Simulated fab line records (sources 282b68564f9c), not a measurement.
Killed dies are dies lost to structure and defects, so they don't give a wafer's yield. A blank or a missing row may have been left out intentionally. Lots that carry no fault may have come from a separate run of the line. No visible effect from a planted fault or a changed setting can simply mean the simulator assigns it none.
Which of the tools did it? | flow rit_cmos | 7 lots, 21 wafers sampled, at 2 steps of a route of 202

## WHAT THE GAUGES SHOWED, per wafer
RIT_GATE_THK_MEAS_07.
lot  | measured    | on            | GATE_OXIDE_THK (nm)
L622 | day 2 15:08 | film_metro-04 | 3.13 3.10 3.07
L624 | day 3 01:28 | film_metro-02 | 5.20 5.18 5.19 5.26 5.21 5.22
L635 | day 5 08:55 | film_metro-03 | 3.07 3.08 3.11
L637 | day 5 19:04 | film_metro-03 | 3.02 3.03 3.01
L639 | day 6 03:28 | film_metro-04 | 2.94 2.82 2.86
L642 | day 6 19:39 | film_metro-02 | 2.97 3.07 2.92
L644 | day 7 05:26 | film_metro-03 | 3.07 3.08 3.01

## TOOL THAT RAN EACH LOT (tool first, then ch and the chambers of the sampled wafers, then the start)
lot  | RIT_GATE_OXIDATION_05
L622 | furnace-03 ch 0, day 2 13:48
L624 | furnace-03 ch 0, day 2 22:55
L635 | furnace-03 ch 0, day 5 07:34
L637 | furnace-03 ch 0, day 5 17:44
L639 | furnace-03 ch 0, day 6 02:09
L642 | furnace-04 ch 0, day 6 18:19
L644 | furnace-04 ch 0, day 7 04:06
- RIT_GATE_OXIDATION_05: target thk 3 nm, ox time 270 s.

## THE ANSWER, worked out from the rows above alone
Rule: the lots themselves supply what counts as usual. Put in order of their means at a reading, lots are off if they are a third of the lots or fewer, leave a main group of 4 or more, and stand apart from it by a gap of 3 or more times the standard deviation of the main group's means; of several such gaps the widest counts. A main group whose means are all the same, to the digits that the tables above print for the reading, isn't used. Also off: a lot with no number at a reading for which 4 or more lots have one. Any other lot the step has rows for is counted as sound.
Off: L624, at RIT_GATE_THK_MEAS_07 (GATE_OXIDE_THK). Mean 3.02 nm and standard deviation 0.076 in the main group.
A tool fits if, at a process step before that reading, it ran every lot that is off, and no sound lot after the first of them. The gauges at RIT_GATE_THK_MEAS_07 are tried like those tools. None of those tried fits.

## WHAT HAD BEEN PUT IN BY THE SIMULATOR
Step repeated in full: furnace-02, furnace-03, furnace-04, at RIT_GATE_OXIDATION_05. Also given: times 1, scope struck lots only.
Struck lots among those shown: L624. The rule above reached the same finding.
